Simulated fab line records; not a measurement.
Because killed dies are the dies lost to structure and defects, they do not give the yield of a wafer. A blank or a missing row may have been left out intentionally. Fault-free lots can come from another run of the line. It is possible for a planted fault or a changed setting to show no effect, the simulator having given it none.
Which tool did it?    flow rit_cmos    39 wafers from 13 lots sampled at 3 of the route's 202 steps

== WHAT EACH GAUGE READ, for each wafer ==
RIT_FOX1_THK_MEAS_01.
lot   measured     on             FOX1_OXIDE_THK (nm)
L804  day 1 23:29  film_metro-02  345 345 341
L805  day 2 03:26  film_metro-03  344 351 353
L807  day 2 14:47  film_metro-04  350 347 351
L808  day 2 20:01  film_metro-04  353 356 353
L809  day 3 04:54  film_metro-04  344 346 346
L810  day 3 11:38  film_metro-03  350 351 351
L811  day 3 13:31  film_metro-03  359 357 354
L813  day 3 20:24  film_metro-04  350 349 340
L817  day 4 16:28  film_metro-04  339 347 341
L822  day 5 18:38  film_metro-02  339 342 342
L824  day 6 03:47  film_metro-03  344 339 342
L825  day 6 08:02  film_metro-03  335 335 336
L826  day 6 13:44  film_metro-04  351 343 352

RIT_CONTACT_THK_MEAS_01.
lot   measured     on             CONTACT_TEOS_THK (nm)
L804  day 3 11:46  film_metro-02  391 400 397
L805  day 4 00:21  film_metro-01  396 398 399
L807  day 4 10:34  film_metro-01  394 401 402
L808  day 4 16:35  film_metro-02  394 402 400
L809  day 4 23:34  film_metro-02  398 403 408
L810  day 5 01:54  film_metro-01  392 401 402
L811  day 5 01:22  film_metro-01  395 394 401
L813  day 5 10:50  film_metro-03  402 400 400
L817  day 6 03:28  film_metro-03  405 319 411
L822  day 7 12:23  film_metro-03  394 401 400
L824  day 7 15:47  film_metro-03  397 400 403
L825  day 8 02:05  film_metro-03  393 403 399
L826  day 8 07:04  film_metro-02  399 401 405

== EACH LOT AND THE TOOL THAT RAN IT (in order: tool; ch and the chambers of the sampled wafers; start) ==
lot   RIT_CONTACT_CVD_00
L804  pecvd-04 ch 0,2, day 3 11:43
L805  pecvd-01 ch 1,2, day 4 00:18
L807  pecvd-04 ch 0,1,2, day 4 10:31
L808  pecvd-01 ch 0,1,2, day 4 16:32
L809  pecvd-03 ch 0,1, day 4 23:31
L810  pecvd-01 ch 0,2, day 5 01:51
L811  pecvd-04 ch 0,1, day 5 01:19
L813  pecvd-04 ch 0,1,2, day 5 10:46
L817  pecvd-01 ch 0,2, day 6 03:23
L822  pecvd-04 ch 0,1,2, day 7 12:19
L824  pecvd-03 ch 0,2, day 7 15:44
L825  pecvd-04 ch 0,1, day 8 02:01
L826  pecvd-03 ch 0,1, day 8 07:01
- RIT_CONTACT_CVD_00: deposits SiO2 from TEOS, target thk 400 nm, time 61 s.

== AS READ BY THE TOOLS THEMSELVES (means over the sampled wafers that have a number; for cases with no such wafer, the mark the record gives instead) ==
RIT_CONTACT_CVD_00.
lot   tool      heater_power_w (W)
L804  pecvd-04  291
L805  pecvd-01  308
L807  pecvd-04  297
L808  pecvd-01  316
L809  pecvd-03  307
L810  pecvd-01  364
L811  pecvd-04  307
L813  pecvd-04  320
L817  pecvd-01  322
L822  pecvd-04  310
L824  pecvd-03  333
L825  pecvd-04  305
L826  pecvd-03  336

== THE ANSWER, worked out from the rows above alone ==
Rule: what is usual is taken from the lots themselves. The widest of any qualifying gaps counts: lots, ordered by their means at a reading, are off when they make up no more than a third of the lots, leave a main group of 4 or more, and stand apart from it by 3 or more times the standard deviation of that group's means. A main group whose means are all the same, to the digits that the tables above print for the reading, isn't used. A lot without any number at a reading at which 4 lots or more have one is off too. The other lots that the step has rows for count as sound. After the gauges, taken in route order, come the tools' own readings; for these a lot's mean is taken, as printed above. At the first step where some lot is off, the reading lying furthest off is the one used; lots without a number count as furthest.
Off: L817, at RIT_CONTACT_THK_MEAS_01 (CONTACT_TEOS_THK). The main group has a mean of 399 nm with a standard deviation of 1.9.
If a tool, at a process step before that reading, ran all the lots that are off and no sound lot after the first of them, it fits. Gauges at RIT_CONTACT_THK_MEAS_01: tried the same way as those tools. One fits: RIT_CONTACT_CVD_00 on pecvd-01. Its last sound lot is L810 (day 5 01:51), its first lot that is off L817 (day 6 03:23): a fault that began between those two fits.

== WHAT THE SIMULATOR HAD PUT IN ==
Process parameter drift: pecvd-01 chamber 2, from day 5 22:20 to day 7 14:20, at RIT_CONTACT_CVD_00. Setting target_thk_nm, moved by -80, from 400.
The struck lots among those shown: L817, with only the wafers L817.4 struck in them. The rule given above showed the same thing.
